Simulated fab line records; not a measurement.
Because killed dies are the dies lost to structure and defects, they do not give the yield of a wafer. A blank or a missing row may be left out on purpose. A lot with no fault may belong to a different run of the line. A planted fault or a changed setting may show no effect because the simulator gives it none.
Which tool is to blame? -- flow berkeleyCmos170 -- 42 wafers from 14 lots sampled at 3 of the route's 331 steps

WHAT THE GAUGES READ, wafer by wafer
UCB170_V1_THK_MEAS_04. Usual: V1_POLISHED_THK 999.7 nm, standard deviation 1.4.
lot,measured,on,V1_POLISHED_THK (nm),flag
L293,day 8 17:44,filmMetro-02,1001.6 1001.2 1002.1,
L294,day 9 07:54,filmMetro-01,997.7 997.7 999.4,
L295,day 10 07:26,filmMetro-02,999.6 998.7 1000.3,
L297,day 10 04:46,filmMetro-01,998.7 998.4 1001.1,
L298,day 10 06:07,filmMetro-02,1000.8 999.2 1001.2,
L300,day 10 22:07,filmMetro-02,999.8 1002.5 1000.5,
L302,day 11 21:14,filmMetro-01,1000.6 1000.9 999.3,
L304,day 12 19:42,filmMetro-02,997.2 996.8 998.1,
L305,day 12 18:22,filmMetro-02,999.9 999.4 999.4,
L306,day 12 19:47,filmMetro-01,1001.2 1000.8 1000.4,
L310,day 13 15:07,filmMetro-01,998.3 1001.4 998.6,
L314,day 14 17:49,filmMetro-02,1001.6 1002.0 1000.6,
L315,day 14 20:29,filmMetro-04,1000.9 999.9 998.3,
L316,day 14 19:08,filmMetro-04,997.5 999.0 999.4,

UCB170_V1_OVL_MEAS_13. Usual: V1_OVL -3 nm, standard deviation 5.4.
lot,measured,on,V1_OVL (nm),flag
L293,day 8 18:56,overlay-01,-3 -1 -4,
L294,day 9 09:13,overlay-02,-2 2 2,
L295,day 10 09:55,overlay-02,1 5 -5,
L297,day 10 09:34,overlay-01,-12 -7 -7,
L298,day 10 09:38,overlay-02,-7 -3 -9,
L300,day 11 02:08,overlay-01,-10 -11 -6,
L302,day 11 23:40,overlay-02,-13 -3 -3,
L304,day 12 22:03,overlay-01,3 -8 -4,
L305,day 12 20:46,overlay-02,6 -3 4,
L306,day 12 22:20,overlay-02,-11 -2 -7,
L310,day 13 16:34,overlay-01,4 1 -2,
L314,day 14 19:14,overlay-02,-12 -14 -13,
L315,day 14 23:04,overlay-02,-1 0 -4,
L316,day 14 20:34,overlay-02,-9 -1 -5,

WHAT TOOL EACH LOT RAN ON (gives the tool, then ch and the chambers of the sampled wafers, and finally the start)
lot,UCB170_WELLDRIVE_CLEAN_00
L293,"wetBench-01 ch 3, day 3 14:30"
L294,"wetBench-04 ch 1, day 3 21:58"
L295,"wetBench-01 ch 0, day 4 07:30"
L297,"wetBench-04 ch 2, day 4 07:32"
L298,"wetBench-04 ch 3, day 4 15:22"
L300,"wetBench-01 ch 0, day 4 23:33"
L302,"wetBench-04 ch 1, day 5 12:51"
L304,"wetBench-04 ch 2, day 5 20:40"
L305,"wetBench-04 ch 3, day 6 06:05"
L306,"wetBench-03 ch 3, day 6 06:10"
L310,"wetBench-03 ch 3, day 7 13:05"
L314,"wetBench-01 ch 2, day 8 16:38"
L315,"wetBench-01 ch 0, day 9 04:01"
L316,"wetBench-03 ch 1, day 9 04:18"
- UCB170_WELLDRIVE_CLEAN_00: cleans in SPM, time 600 s.

AS READ BY THE TOOLS THEMSELVES (means over the sampled wafers that have a number; for cases with no such wafer, the mark the record gives instead)
The record holds no such reading with a usual standard deviation.

THE ANSWER, worked out from the rows above alone
Rule: a lot counts as off when the mean over its wafers that have a number is more than 3 standard deviations away from the usual mean. A lot without any number at a reading at which 4 lots or more have one is off too. Any other lot the step has rows for is counted as sound. The gauges are gone through in route order, then the tools' own readings, and for those a lot's mean is taken as printed above. At the first step where some lot is off, the reading lying furthest off is the one used; lots without a number count as furthest.
No lot is off at any reading shown: from this, nothing can be told.

WHAT THE SIMULATOR HAD INSERTED
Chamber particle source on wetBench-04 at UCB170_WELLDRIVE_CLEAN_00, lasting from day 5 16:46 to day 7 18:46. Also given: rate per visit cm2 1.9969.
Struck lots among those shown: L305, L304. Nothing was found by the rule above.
